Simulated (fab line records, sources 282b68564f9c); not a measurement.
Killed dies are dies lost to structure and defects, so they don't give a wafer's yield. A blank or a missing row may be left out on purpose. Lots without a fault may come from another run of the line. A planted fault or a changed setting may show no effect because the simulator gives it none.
Split-lot experiment | flow rit_cmos | 5 lots, 23 wafers read, on a route of 202 steps

THE SPLIT
At RIT_FOX2_OXIDATION_00 (target thk 350.7 nm, ox time 1130 s), the setting ox_time_s was moved away from the recipe's 1130 s on 15 of the 23 wafers read, by +6.5% to +8.8%. The other wafers ran this setting at the recipe's value.

The reading is taken at the split's own step.

THE READING
SiO2_of_FOX2_OXIDATION_00.thk_nm (the simulator's own value, which no gauge read), in nm, at RIT_FOX2_OXIDATION_00 (target thk 350.7 nm, ox time 1130 s). The file gives no usual value for it. The 8 wafers here that ran the recipe average 350.5 nm, standard deviation 3.3 nm.

wafer  | tool, chamber at the split | ox_time_s as run, s | against the recipe | SiO2_of_FOX2_OXIDATION_00.thk_nm, nm | against lot-mates on the recipe
L075.1 | -, -                       | 1223                | +8.2%              | 369.5                                | no lot-mate on the recipe
L075.2 | -, -                       | 1223                | +8.2%              | 360.5                                | no lot-mate on the recipe
L075.4 | -, -                       | 1223                | +8.2%              | 373.7                                | no lot-mate on the recipe
L075.5 | -, -                       | 1223                | +8.2%              | 371.9                                | no lot-mate on the recipe
L075.6 | -, -                       | 1223                | +8.2%              | 364.9                                | no lot-mate on the recipe
L078.1 | -, -                       | 1130                | recipe             | 354.3                                | -
L078.2 | -, -                       | 1130                | recipe             | 348.6                                | -
L078.3 | -, -                       | 1130                | recipe             | 349.7                                | -
L078.5 | -, -                       | 1130                | recipe             | 353.6                                | -
L078.6 | -, -                       | 1130                | recipe             | 354.6                                | -
L081.1 | furnace-04, 0              | 1130                | recipe             | 344.5                                | -
L081.3 | furnace-04, 0              | 1130                | recipe             | 350.1                                | -
L081.6 | furnace-04, 0              | 1130                | recipe             | 348.3                                | -
L084.1 | -, -                       | 1230                | +8.8%              | 370.6                                | no lot-mate on the recipe
L084.2 | -, -                       | 1230                | +8.8%              | 366.9                                | no lot-mate on the recipe
L084.3 | -, -                       | 1230                | +8.8%              | 366.7                                | no lot-mate on the recipe
L084.4 | -, -                       | 1230                | +8.8%              | 376.3                                | no lot-mate on the recipe
L084.6 | -, -                       | 1230                | +8.8%              | 367.7                                | no lot-mate on the recipe
L085.1 | -, -                       | 1203                | +6.5%              | 371.1                                | no lot-mate on the recipe
L085.3 | -, -                       | 1203                | +6.5%              | 365.7                                | no lot-mate on the recipe
L085.4 | -, -                       | 1203                | +6.5%              | 366.3                                | no lot-mate on the recipe
L085.5 | -, -                       | 1203                | +6.5%              | 367.9                                | no lot-mate on the recipe
L085.6 | -, -                       | 1203                | +6.5%              | 364                                  | no lot-mate on the recipe

THE FIT
A straight line over all 23 wafers: SiO2_of_FOX2_OXIDATION_00.thk_nm changes by +2.21 nm for each +1% of ox_time_s; r = +0.91; the points scatter about the line by 3.9 nm.
Too few moved wafers have a lot-mate on the recipe to fit a line with each lot's own level taken away.

THE FILE'S OWN FIT
SiO2_of_FOX2_OXIDATION_00.thk_nm changes by +2.21 nm for each +1% of ox_time_s, r = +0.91.
